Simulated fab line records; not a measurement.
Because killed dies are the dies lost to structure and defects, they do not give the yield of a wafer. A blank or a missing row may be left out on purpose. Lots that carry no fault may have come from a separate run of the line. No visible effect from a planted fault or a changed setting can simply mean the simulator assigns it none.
fab line records :: flow rit_cmos
record
  lots=14
  wafers=42
  last_day=7
route steps=202 shown FOX2@25
lots untouched by any fault: they come from a run of this same line in which no faults occurred
start_h: the number of hours between the record's first day and the start of the first shown wafer of the lot :: wait_h: hours elapsed since this lot's preceding step :: " repeats the value in the row above :: L1.1+2: one row covering several wafers at once :: - value missing, or start not given :: * or withheld: withheld :: < > ~ a bound
route shown NAME@n: names a module that has steps shown in the file, with the first one's number in the route :: usual: mean/standard deviation of fault-free wafers :: same: alike in all rows :: chamber/n: place in a boat :: sites: per-site readings :: _std_site: how widely they spread, as a standard deviation :: _edge_site: outer sites' mean less inner sites' :: radius_mm: for every site, how far away it sits from the centre of the wafer :: mask NAME#n: copy n :: behind: tool/chamber where the wafer was last shaped :: hold: why the lot was held/for how many hours/how that ended :: device: the n, p or np transistor that did not switch :: end of line: tests of these same wafers at the route's end :: a step given without rows: its recipe and nothing more :: killed: count of dies lost to structure and defects at first sort (not the wafer's yield) :: map: a wafer's dies, marking killed ones x, the rest . and places with no die _
set.NAME: the run value of the setting; set.NAME@STEP: its run value at that earlier step :: model.NAME: the simulator's own value behind a step, which no gauge read
the route's steps for a sample of lots (tables are steps, rows are wafers)
services: the hour from which a tool's chamber was out of use, counted from the record's first day as start_h (under 0 if before that day), plus the number of hours and why
## steps
# step RIT_FOX2_CLEAN_02
# recipe
  chemistry=dHF
  dilution=50:1
  time_s=180
# usual
  run_length_s=208/3.7
  time_s=180/0
lot.wafer: L213.1
tool: wet_bench-03
chamber: 3
start_h: 19.85
wait_h: 0.1
run_length_s: 204
time_s: 180

lot.wafer: L213.2
tool: wet_bench-03
chamber: 3
start_h: 19.85
wait_h: 0.1
run_length_s: 204
time_s: 180

lot.wafer: L213.5
tool: wet_bench-03
chamber: 3
start_h: 19.85
wait_h: 0.1
run_length_s: 204
time_s: 180

lot.wafer: L215.1
tool: wet_bench-02
chamber: 0
start_h: 29.96
wait_h: 0.1
run_length_s: 206
time_s: 180

lot.wafer: L215.2
tool: wet_bench-02
chamber: 0
start_h: 29.96
wait_h: 0.1
run_length_s: 206
time_s: 180

lot.wafer: L215.6
tool: wet_bench-02
chamber: 0
start_h: 29.96
wait_h: 0.1
run_length_s: 206
time_s: 180

lot.wafer: L216.3
tool: wet_bench-02
chamber: 3
start_h: 34.37
wait_h: 0.0
run_length_s: 207
time_s: 180

lot.wafer: L216.5
tool: wet_bench-02
chamber: 3
start_h: 34.37
wait_h: 0.0
run_length_s: 207
time_s: 180

lot.wafer: L216.6
tool: wet_bench-02
chamber: 3
start_h: 34.37
wait_h: 0.0
run_length_s: 207
time_s: 180

lot.wafer: L218.1
tool: wet_bench-03
chamber: 2
start_h: 45.82
wait_h: 0.1
run_length_s: 204
time_s: 180

lot.wafer: L218.2
tool: wet_bench-03
chamber: 2
start_h: 45.82
wait_h: 0.1
run_length_s: 204
time_s: 180

lot.wafer: L218.5
tool: wet_bench-03
chamber: 2
start_h: 45.82
wait_h: 0.1
run_length_s: 204
time_s: 180

lot.wafer: L219.2
tool: wet_bench-03
chamber: 3
start_h: 50.01
wait_h: 0.0
run_length_s: 204
time_s: 180

lot.wafer: L219.3
tool: wet_bench-03
chamber: 3
start_h: 50.01
wait_h: 0.0
run_length_s: 204
time_s: 180

lot.wafer: L219.6
tool: wet_bench-03
chamber: 3
start_h: 50.01
wait_h: 0.0
run_length_s: 204
time_s: 180

lot.wafer: L220.1
tool: wet_bench-02
chamber: 2
start_h: 55.27
wait_h: 0.1
run_length_s: 215
time_s: 180

lot.wafer: L220.2
tool: wet_bench-02
chamber: 2
start_h: 55.27
wait_h: 0.1
run_length_s: 215
time_s: 180

lot.wafer: L220.5
tool: wet_bench-02
chamber: 2
start_h: 55.27
wait_h: 0.1
run_length_s: 215
time_s: 180

lot.wafer: L221.2
tool: wet_bench-04
chamber: 3
start_h: 58.97
wait_h: 0.0
run_length_s: 204
time_s: 180

lot.wafer: L221.3
tool: wet_bench-04
chamber: 3
start_h: 58.97
wait_h: 0.0
run_length_s: 204
time_s: 180

lot.wafer: L221.5
tool: wet_bench-04
chamber: 3
start_h: 58.97
wait_h: 0.0
run_length_s: 204
time_s: 180

lot.wafer: L225.4
tool: wet_bench-04
chamber: 1
start_h: 82.02
wait_h: 0.0
run_length_s: 213
time_s: 180

lot.wafer: L225.5
tool: wet_bench-04
chamber: 1
start_h: 82.02
wait_h: 0.0
run_length_s: 213
time_s: 180

lot.wafer: L225.6
tool: wet_bench-04
chamber: 1
start_h: 82.02
wait_h: 0.0
run_length_s: 213
time_s: 180

lot.wafer: L227.4
tool: wet_bench-02
chamber: 3
start_h: 91.55
wait_h: 0.0
run_length_s: -
time_s: -

lot.wafer: L227.5
tool: wet_bench-02
chamber: 3
start_h: 91.55
wait_h: 0.0
run_length_s: -
time_s: -

lot.wafer: L227.6
tool: wet_bench-02
chamber: 3
start_h: 91.55
wait_h: 0.0
run_length_s: -
time_s: -

lot.wafer: L228.1
tool: wet_bench-03
chamber: 3
start_h: 94.40
wait_h: 0.1
run_length_s: -
time_s: -

lot.wafer: L228.5
tool: wet_bench-03
chamber: 3
start_h: 94.40
wait_h: 0.1
run_length_s: -
time_s: -

lot.wafer: L228.6
tool: wet_bench-03
chamber: 3
start_h: 94.40
wait_h: 0.1
run_length_s: -
time_s: -

lot.wafer: L232.2
tool: wet_bench-03
chamber: 2
start_h: 115.17
wait_h: 0.0
run_length_s: 212
time_s: 180

lot.wafer: L232.3
tool: wet_bench-03
chamber: 2
start_h: 115.17
wait_h: 0.0
run_length_s: 212
time_s: 180

lot.wafer: L232.4
tool: wet_bench-03
chamber: 2
start_h: 115.17
wait_h: 0.0
run_length_s: 212
time_s: 180

lot.wafer: L233.2
tool: wet_bench-04
chamber: 3
start_h: 118.79
wait_h: 0.0
run_length_s: 212
time_s: 180

lot.wafer: L233.4
tool: wet_bench-04
chamber: 3
start_h: 118.79
wait_h: 0.0
run_length_s: 212
time_s: 180

lot.wafer: L233.5
tool: wet_bench-04
chamber: 3
start_h: 118.79
wait_h: 0.0
run_length_s: 212
time_s: 180

lot.wafer: L235.2
tool: wet_bench-02
chamber: 0
start_h: 133.63
wait_h: 0.0
run_length_s: 205
time_s: 180

lot.wafer: L235.3
tool: wet_bench-02
chamber: 0
start_h: 133.63
wait_h: 0.0
run_length_s: 205
time_s: 180

lot.wafer: L235.5
tool: wet_bench-02
chamber: 0
start_h: 133.63
wait_h: 0.0
run_length_s: 205
time_s: 180

lot.wafer: L236.1
tool: wet_bench-02
chamber: 3
start_h: 134.45
wait_h: 0.1
run_length_s: 207
time_s: 180

lot.wafer: L236.3
tool: wet_bench-02
chamber: 3
start_h: 134.45
wait_h: 0.1
run_length_s: 207
time_s: 180

lot.wafer: L236.4
tool: wet_bench-02
chamber: 3
start_h: 134.45
wait_h: 0.1
run_length_s: 207
time_s: 180
## services
tool: wet_bench-04
chamber: -
start_h: 6.50
hours: 1.9
kind: pm
## key
first_sign
  step=RIT_FOX2_CLEAN_02
  reading=tool_record
  direction=missing
effect none on later readings
met_at RIT_FOX2_CLEAN_02
struck_lots L227,L228
sort_left_out L227.4,L227.5,L227.6,L228.1,L228.5,L228.6
tester_left_out L227,L228
onset_between 55.27 91.55
fault
  kind=skipped_step_whole
  tool=wet_bench-02,wet_bench-03
  chamber=-
  onset_h=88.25
  steps=RIT_FOX2_CLEAN_02
  scope=struck_lots_only
# tester_left_out: of these lots the tester's yield and bins aren't shown, on N5 and GAA mostly nor the transistor test; their killed dies are dies lost to structure and defects alone, not to doping, threshold or leakage, so they don't give the yield
# sort_left_out: the simulated sort isn't trusted on such a fault, so these wafers' sort isn't shown, and their yield isn't known
